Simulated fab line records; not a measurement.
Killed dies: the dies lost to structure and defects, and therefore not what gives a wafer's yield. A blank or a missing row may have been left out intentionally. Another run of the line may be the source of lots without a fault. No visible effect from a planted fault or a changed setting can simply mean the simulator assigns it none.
Which tool is to blame? + flow berkeley-cmos170 + 14 lots with 42 wafers sampled at 2 steps, on a route of 331 steps

WHAT EACH GAUGE READ, for each wafer
UCB170_CONTACT_CD_MEAS_15: target cd 700 nm. Usual: cd-nm 700.0 nm, standard deviation 1.4.
| lot  | measured     | on        | cd-nm (nm)        | flag |
|------|--------------|-----------|-------------------|------|
| L133 | day 7 14:04  | cd-sem-01 | 699.6 700.9 701.7 |      |
| L136 | day 8 00:54  | cd-sem-02 | 700.0 700.3 700.8 |      |
| L134 | day 8 01:24  | cd-sem-02 | 702.7 701.0 701.0 |      |
| L135 | day 8 01:04  | cd-sem-02 | 700.6 699.9 698.7 |      |
| L138 | day 8 19:15  | cd-sem-01 | 700.0 700.4 700.5 |      |
| L137 | day 8 21:07  | cd-sem-01 | 700.3 702.4 701.3 |      |
| L143 | day 9 04:48  | cd-sem-01 | 699.8 699.4 700.2 |      |
| L141 | day 9 05:07  | cd-sem-02 | 701.0 703.6 702.1 |      |
| L140 | day 9 06:52  | cd-sem-02 | 703.0 702.7 702.1 |      |
| L149 | day 10 09:49 | cd-sem-02 | 699.2 698.8 699.1 |      |
| L152 | day 11 10:47 | cd-sem-01 | 698.7 699.0 698.9 |      |
| L153 | day 11 21:58 | cd-sem-01 | 699.5 701.9 700.6 |      |
| L155 | day 11 23:55 | cd-sem-02 | 696.7 698.6 696.8 |      |
| L156 | day 12 08:52 | cd-sem-02 | 701.1 699.9 699.5 |      |

TOOL THAT RAN EACH LOT (tool first, then ch and the chambers of the sampled wafers, then the start)
| lot  | UCB170_SDANNEAL_RTA_00           |
|------|----------------------------------|
| L133 | rtp-anneal-01 ch 0, day 7 09:09  |
| L136 | rtp-anneal-02 ch 0, day 7 17:19  |
| L134 | rtp-anneal-01 ch 0, day 7 19:09  |
| L135 | rtp-anneal-02 ch 0, day 7 19:10  |
| L138 | rtp-anneal-01 ch 0, day 8 13:26  |
| L137 | rtp-anneal-01 ch 0, day 8 14:16  |
| L143 | rtp-anneal-01 ch 0, day 9 00:05  |
| L141 | rtp-anneal-02 ch 0, day 9 00:16  |
| L140 | rtp-anneal-02 ch 0, day 9 00:37  |
| L149 | rtp-anneal-02 ch 0, day 10 04:56 |
| L152 | rtp-anneal-02 ch 0, day 11 04:14 |
| L153 | rtp-anneal-01 ch 0, day 11 17:04 |
| L155 | rtp-anneal-01 ch 0, day 11 17:31 |
| L156 | rtp-anneal-02 ch 0, day 12 00:13 |
- UCB170_SDANNEAL_RTA_00: time 10 s.

AS READ BY THE TOOLS THEMSELVES (means over the sampled wafers that have a number; for cases with no such wafer, the mark the record gives instead)
UCB170_SDANNEAL_RTA_00. Usual: lamp-power-pct 23.2 %, standard deviation 0.59; wafer_temp_C_max 904.0, standard deviation 0.95.
| lot  | tool          | lamp-power-pct (%) | wafer_temp_C_max | flag |
|------|---------------|--------------------|------------------|------|
| L133 | rtp-anneal-01 | 22.6               | 903.6            |      |
| L136 | rtp-anneal-02 | 23.8               | 904.7            |      |
| L134 | rtp-anneal-01 | 22.6               | 904.0            |      |
| L135 | rtp-anneal-02 | 23.8               | 904.4            |      |
| L138 | rtp-anneal-01 | 22.6               | 903.7            |      |
| L137 | rtp-anneal-01 | 22.6               | 903.2            |      |
| L143 | rtp-anneal-01 | 22.6               | 903.6            |      |
| L141 | rtp-anneal-02 | 23.8               | 905.0            |      |
| L140 | rtp-anneal-02 | 23.8               | 904.5            |      |
| L149 | rtp-anneal-02 | 23.8               | 904.8            |      |
| L152 | rtp-anneal-02 | 23.8               | 904.0            |      |
| L153 | rtp-anneal-01 | 22.6               | 903.1            |      |
| L155 | rtp-anneal-01 | 22.6               | 903.6            |      |
| L156 | rtp-anneal-02 | 23.8               | 905.1            |      |

THE ANSWER, worked out from the rows above alone
Rule: a lot is off if the mean of its wafers that have a number lies more than 3 standard deviations from the usual mean. Also off: a lot with no number at a reading for which 4 or more lots have one. Any other lot the step has rows for is counted as sound. First the gauges in route order, then the tools' own readings, where a lot's mean is used as printed above. The first step at which some lot is off is used, and at that step the reading that is off furthest; a lot without a number counts as furthest.
None of the lots is off at any reading shown; this tells nothing.

WHAT THE SIMULATOR PUT IN
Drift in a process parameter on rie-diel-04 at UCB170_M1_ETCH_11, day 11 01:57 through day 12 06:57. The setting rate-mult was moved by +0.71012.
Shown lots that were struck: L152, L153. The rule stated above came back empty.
